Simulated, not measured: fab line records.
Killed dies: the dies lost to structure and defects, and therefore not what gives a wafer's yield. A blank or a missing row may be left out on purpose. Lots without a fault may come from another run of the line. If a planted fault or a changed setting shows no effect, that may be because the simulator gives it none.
What tool caused it? | flow ritCmos | 14 lots, 42 wafers sampled, at 5 steps of a route of 202

WHAT EACH GAUGE READ, for each wafer
RIT_ACTIVE_BOW_MEAS_00. Usual: INCOMING_BOW 0 um, standard deviation 6.3.
lot  | measured    | on           | INCOMING_BOW (um) | flag
L506 | day 1 10:00 | filmMetro-02 | 6 1 -7            | 
L507 | day 1 15:02 | filmMetro-03 | -12 10 13         | 
L508 | day 1 20:00 | filmMetro-02 | 4 7 8             | 
L509 | day 2 01:02 | filmMetro-04 | -8 10 4           | 
L510 | day 2 06:00 | filmMetro-03 | -3 -6 4           | 
L511 | day 2 11:00 | filmMetro-02 | -4 -1 2           | 
L512 | day 2 16:01 | filmMetro-04 | -1 -1 0           | 
L513 | day 2 21:00 | filmMetro-04 | 1 0 10            | 
L517 | day 3 17:01 | filmMetro-02 | 14 3 2            | 
L518 | day 3 22:04 | filmMetro-02 | 2 -1 -3           | 
L520 | day 4 08:04 | filmMetro-02 | 7 4 0             | 
L525 | day 5 09:01 | filmMetro-04 | -15 -3 -12        | 
L526 | day 5 14:01 | filmMetro-03 | 0 7 0             | 
L529 | day 6 05:00 | filmMetro-02 | -6 0 3            | 

RIT_NWELL_OVL_MEAS_06. Usual: NWELL_OVL -1.3 nm, standard deviation 1.4.
lot  | measured    | on         | NWELL_OVL (nm) | flag
L506 | day 1 21:37 | overlay-01 | -1.8 -2.4 -3.0 | 
L507 | day 2 02:44 | overlay-02 | -3.0 -0.8 -0.7 | 
L508 | day 2 07:43 | overlay-01 | -1.7 -1.7 -0.2 | 
L509 | day 2 12:14 | overlay-02 | -1.3 -0.4 -2.9 | 
L510 | day 2 17:04 | overlay-01 | -2.6 -0.8 -0.5 | 
L511 | day 2 23:34 | overlay-01 | -0.9 -0.8 -0.1 | 
L512 | day 3 03:46 | overlay-02 | -2.2 -1.1 -3.0 | 
L513 | day 3 09:19 | overlay-02 | 0.2 0.9 -0.8   | 
L517 | day 4 06:48 | overlay-02 | -1.6 -3.3 -3.6 | 
L518 | day 4 11:48 | overlay-02 | -0.2 1.0 0.1   | 
L520 | day 4 21:25 | overlay-02 | -2.2 -1.3 -1.4 | 
L525 | day 5 21:09 | overlay-01 | -1.5 -2.8 -3.5 | 
L526 | day 6 00:45 | overlay-02 | -0.8 -2.2 0.1  | 
L529 | day 6 16:24 | overlay-01 | -2.9 -2.2 -1.9 | 

RIT_WELLDRIVE_RS_MEAS_02: measurement is done with a four-point probe. Usual: PWELL_RS 429.0 ohm/sq, standard deviation 1.1.
lot  | measured    | on           | PWELL_RS (ohm/sq) | flag
L506 | day 2 06:05 | filmMetro-01 | 428.1 426.0 426.7 | 
L507 | day 2 11:09 | filmMetro-01 | 428.1 427.3 428.1 | 
L508 | day 2 15:31 | filmMetro-03 | 430.3 428.6 429.5 | 
L509 | day 2 19:42 | filmMetro-04 | 429.4 429.0 429.3 | 
L510 | day 3 00:44 | filmMetro-04 | 429.5 428.8 429.4 | 
L511 | day 3 07:00 | filmMetro-01 | 429.4 429.8 428.9 | 
L512 | day 3 12:22 | filmMetro-01 | 428.5 429.2 429.1 | 
L513 | day 3 17:11 | filmMetro-03 | 429.4 428.7 428.5 | 
L517 | day 4 15:46 | filmMetro-01 | 428.6 426.8 428.1 | 
L518 | day 4 19:16 | filmMetro-04 | 429.3 428.9 430.9 | 
L520 | day 5 05:41 | filmMetro-04 | 428.9 429.3 429.8 | 
L525 | day 6 04:50 | filmMetro-01 | 430.2 429.6 429.4 | 
L526 | day 6 10:25 | filmMetro-04 | 430.0 430.0 430.0 | 
L529 | day 6 23:57 | filmMetro-04 | 429.5 429.9 427.9 | 

RIT_PRETRO_TW_MEAS_10. Usual: PRETRO_TW 473.9, standard deviation 2.2.
lot  | measured    | on           | PRETRO_TW                           | flag
L506 | day 2 09:22 | filmMetro-03 | 474.9 476.3 474.7                   | 
L507 | day 2 14:32 | filmMetro-03 | 475.2 473.9 473.5                   | 
L508 | day 2 18:41 | filmMetro-01 | 473.2 469.5 473.7                   | 
L509 | day 2 22:50 | filmMetro-03 | 475.9 473.9 476.4                   | 
L510 | day 3 04:17 | filmMetro-02 | 477.2 475.4 473.9                   | 
L511 | day 3 10:17 | filmMetro-03 | 475.9 477.4 480.3                   | 
L512 | day 3 15:42 | filmMetro-02 | 474.2 476.7 474.2                   | 
L513 | day 3 20:31 | filmMetro-02 | 477.5 474.2 476.0                   | 
L517 | day 4 19:02 | filmMetro-01 | 471.8 470.4 469.8                   | 
L518 | day 4 22:50 | filmMetro-02 | 484.5 484.8 482.9 484.5 482.8 484.9 | OFF
L520 | day 5 09:04 | filmMetro-01 | 481.3 479.0 482.5                   | OFF
L525 | day 6 08:14 | filmMetro-03 | 474.2 475.1 473.2                   | 
L526 | day 6 13:45 | filmMetro-01 | 474.4 473.1 473.6                   | 
L529 | day 7 03:22 | filmMetro-01 | 471.8 469.8 474.9                   | 

WHICH TOOL RAN EACH LOT (tool, then ch and the chambers of the sampled wafers, then the start)
lot  | RIT_PRETRO_IMPLANT_08
L506 | implanter-02 ch 0, day 2 09:02
L507 | implanter-01 ch 0, day 2 14:14
L508 | implanter-01 ch 0, day 2 18:21
L509 | implanter-03 ch 0, day 2 22:32
L510 | implanter-02 ch 0, day 3 03:58
L511 | implanter-03 ch 0, day 3 09:58
L512 | implanter-02 ch 0, day 3 15:23
L513 | implanter-03 ch 0, day 3 20:11
L517 | implanter-02 ch 0, day 4 18:44
L518 | implanter-03 ch 0, day 4 22:34
L520 | implanter-03 ch 0, day 5 08:47
L525 | implanter-02 ch 0, day 6 07:55
L526 | implanter-01 ch 0, day 6 13:26
L529 | implanter-01 ch 0, day 7 03:02
- RIT_PRETRO_IMPLANT_08

AS READ BY THE TOOLS THEMSELVES (means over the sampled wafers that have a number; for cases with no such wafer, the mark the record gives instead)
RIT_PRETRO_IMPLANT_08. Usual: beamEnergyKeV 45.000, standard deviation 0.014; beamOnS 10.00 s, standard deviation 0.2; faradayCurrentUA 38.0, standard deviation 0.76.
lot  | tool         | beamEnergyKeV | beamOnS (s) | faradayCurrentUA | flag
L506 | implanter-02 | 45.004        | 10.01       | 37.9             | 
L507 | implanter-01 | 45.000        | 9.89        | 38.4             | 
L508 | implanter-01 | 44.995        | 10.00       | 38.0             | 
L509 | implanter-03 | 45.021        | 9.81        | 38.9             | 
L510 | implanter-02 | 44.997        | 9.85        | 38.7             | 
L511 | implanter-03 | 44.984        | 10.02       | 38.1             | 
L512 | implanter-02 | 45.004        | 9.95        | 38.2             | 
L513 | implanter-03 | 44.983        | 10.26       | 37.1             | 
L517 | implanter-02 | 45.019        | 10.16       | 37.6             | 
L518 | implanter-03 | 50.856        | 9.90        | 38.5             | OFF
L520 | implanter-03 | 50.836        | 9.81        | 38.6             | OFF
L525 | implanter-02 | 45.022        | 10.14       | 37.5             | 
L526 | implanter-01 | 44.987        | 10.06       | 37.8             | 
L529 | implanter-01 | 45.006        | 10.03       | 38.0             | 

THE ANSWER, worked out from the rows above alone
Rule: lot off if the mean of its wafers having a number is beyond 3 standard deviations from the usual mean. Also off: a lot with no number at a reading for which 4 or more lots have one. Any other lot the step has rows for is counted as sound. The gauges are gone through in route order, then the tools' own readings, and for those a lot's mean is taken as printed above. At the first step where some lot is off, the reading lying furthest off is the one used; lots without a number count as furthest.
Off: L518, L520, at RIT_PRETRO_TW_MEAS_10 (PRETRO_TW).
If a tool, at a process step before that reading, ran all the lots that are off and no sound lot after the first of them, it fits. The gauges at RIT_PRETRO_TW_MEAS_10 aren't tried: what is off there is off at RIT_PRETRO_IMPLANT_08 too, on other tools, and a gauge's error can't cause that. One fits: RIT_PRETRO_IMPLANT_08 on implanter-03. A fault onset in the window from L513 (day 3 20:11, its last sound lot) to L518 (day 4 22:34, its first lot off) fits.
On the lots that are off, the tool's own readings at RIT_PRETRO_IMPLANT_08 differ by more than 5 times the standard deviation of the sound lots' means, which bears it out; beamEnergyKeV reads 50.846 there versus 45.002 on the sound lots.

WHAT THE SIMULATOR PUT IN
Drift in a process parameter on implanter-03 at RIT_PRETRO_IMPLANT_08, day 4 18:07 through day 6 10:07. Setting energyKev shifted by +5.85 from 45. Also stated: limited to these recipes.
Shown lots that were struck: L518, L520. The rule given above showed the same thing.
